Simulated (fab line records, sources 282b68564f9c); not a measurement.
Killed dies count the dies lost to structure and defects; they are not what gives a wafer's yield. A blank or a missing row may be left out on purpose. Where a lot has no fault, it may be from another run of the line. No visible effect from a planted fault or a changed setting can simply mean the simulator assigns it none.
A lot that was struck, set against a sound lot    flow rit_cmos    18 steps out of a route of 202
Sound: wafers L749.1, L749.4, L749.6. Wafers struck: L756.1, L756.3, L756.5. The cause is given at the end.
Each step with rows lists, per side, the tool, then ch with its chambers, then its first start. Under that, the readings that differ: sound wafers    struck wafers    difference of the means    sigmas: that difference in standard deviations of wafers without a fault.
alike: words and numbers the same on both sides, and readings whose means are apart by under 2 such deviations; not compared: readings that were withheld, readings missing a value for some wafer, numbers with overlapping values and no deviation given by the record, and bounds like >300 which may hide the same value.
A row with sigmas, a row that says differs or no value, or rows on one side alone: a step with any of these is where the two part. Numbers that don't overlap but have no deviation are shown without sigmas and don't part them. A reading missing from all wafers of one side parts the sides only when that side holds two or more wafers.

RIT_CONTACT_OVL_MEAS_09:
  sound: overlay-02 at day 4 05:35; struck: overlay-02 at day 5 15:20
  alike: CONTACT_OVL
then, 1 step without rows for these wafers: RIT_CONTACT_HARDBAKE_10 (time 60 s).
RIT_CONTACT_ETCH_11: etches SiO2 in CHF3/CF4/Ar, stops on TiSi2, target depth 480 nm, time 320 s.
  sound on rie_diel-01 ch 1,2,3, day 4 05:46; struck on rie_diel-02 ch 0,1,3, day 5 15:31
  alike: drypump_motor_current_A, mfc_ar_sccm, oes_product_au, throttle_valve_pct
  not compared: rf_hours_counter_h
RIT_CONTACT_STRIP_12: strips in O2, time 180 s.
  sound on plasma_asher-03 ch 1, day 4 05:58; struck on plasma_asher-02 ch 1, day 5 15:43
reading                      sound        struck       difference  sigmas
drypump_motor_current_A (A)  5.1 5.1 5.1  6.5 6.5 6.5  +1.4        +3
  not compared: rf_hours_counter_h
RIT_CONTACT_CD_MEAS_90: target cd 1000 nm.
  sound: cd_sem-02 at day 4 06:08; struck: cd_sem-02 at day 5 15:53
  alike: cd_nm
then, 2 steps without rows for these wafers: RIT_CONTACT_CLEAN_13 (cleans in SC1, time 600 s); RIT_CONTACT_CLEAN_14 (cleans in SC2, time 600 s).
RIT_M1_SPUTTER_00: material Al, target thk 400 nm, time 500 s.
  sound: pvd_sputter-01 at day 4 06:47; struck: pvd_sputter-02 at day 5 16:22
  alike: throttle_valve_pct
RIT_M1_RS_MEAS_01: uses a four-point probe to measure.
  sound: film_metro-03 at day 4 07:05; struck: film_metro-03 at day 5 16:40
  alike: M1_AL_RS
RIT_M1_THK_MEAS_02: measures by xrf.
  sound: film_metro-03 at day 4 07:12; struck: film_metro-03 at day 5 16:47
  alike: M1_AL_THK
then, 2 steps without rows for these wafers: RIT_M1_HMDS_03 (prime time 60 s); RIT_M1_COAT_04 (resist thk 1300 nm).
RIT_M1_SOFTBAKE_05: time 60 s.
  sound on litho_track-03 ch 0, day 4 07:34; struck on litho_track-03 ch 0, day 5 17:08
reading                                  sound              struck             difference  sigmas
heater_power_total_W (W)                 34.62 34.63 34.59  36.86 36.83 36.89  +2.25       +51
plate_temp_C (C)                         89.98 90.13 89.98  94.21 94.09 94.06  +4.09       +34
model.NOVOLAK_of_M1_COAT_04.thk_nm (nm)  1291 1295 1292     1278 1284 1281     -12         
then, 2 steps without rows for these wafers: RIT_M1_EXPOSE_06 (exposes mask M12, target cd 2600 nm); RIT_M1_PEB_07.
RIT_M1_DEVELOP_08: develop time 68 s.
  sound on litho_track-04 ch 0; struck on litho_track-04 ch 0
reading                                  sound           struck          difference  sigmas
model.NOVOLAK_of_M1_COAT_04.thk_nm (nm)  1291 1294 1292  1277 1284 1281  -12         
RIT_M1_CD_MEAS_09: target cd 2600 nm.
  sound: cd_sem-02 at day 4 08:16; struck: cd_sem-01 at day 5 17:43
  alike: cd_nm
RIT_M1_PROBE_99:
  sound: prober-02 at day 4 11:40; struck: prober-01 at day 5 20:23
  alike: defect_limited_yield, killed_at_M0_to_M3, killed_at_contacts, killed_at_front_end, killed_dies, killed_open, killed_short, sort_bin_3_pad_short, sort_bin_5_function, sort_bin_6_memory, sort_n_pass, sort_yield_pct

== WHERE THEY PART ==
First at RIT_CONTACT_STRIP_12; last, within this record, at RIT_M1_SOFTBAKE_05. Later steps at which nothing parts them and some readings are alike: RIT_M1_CD_MEAS_09, RIT_M1_PROBE_99.

WHY: what had been put in by the simulator
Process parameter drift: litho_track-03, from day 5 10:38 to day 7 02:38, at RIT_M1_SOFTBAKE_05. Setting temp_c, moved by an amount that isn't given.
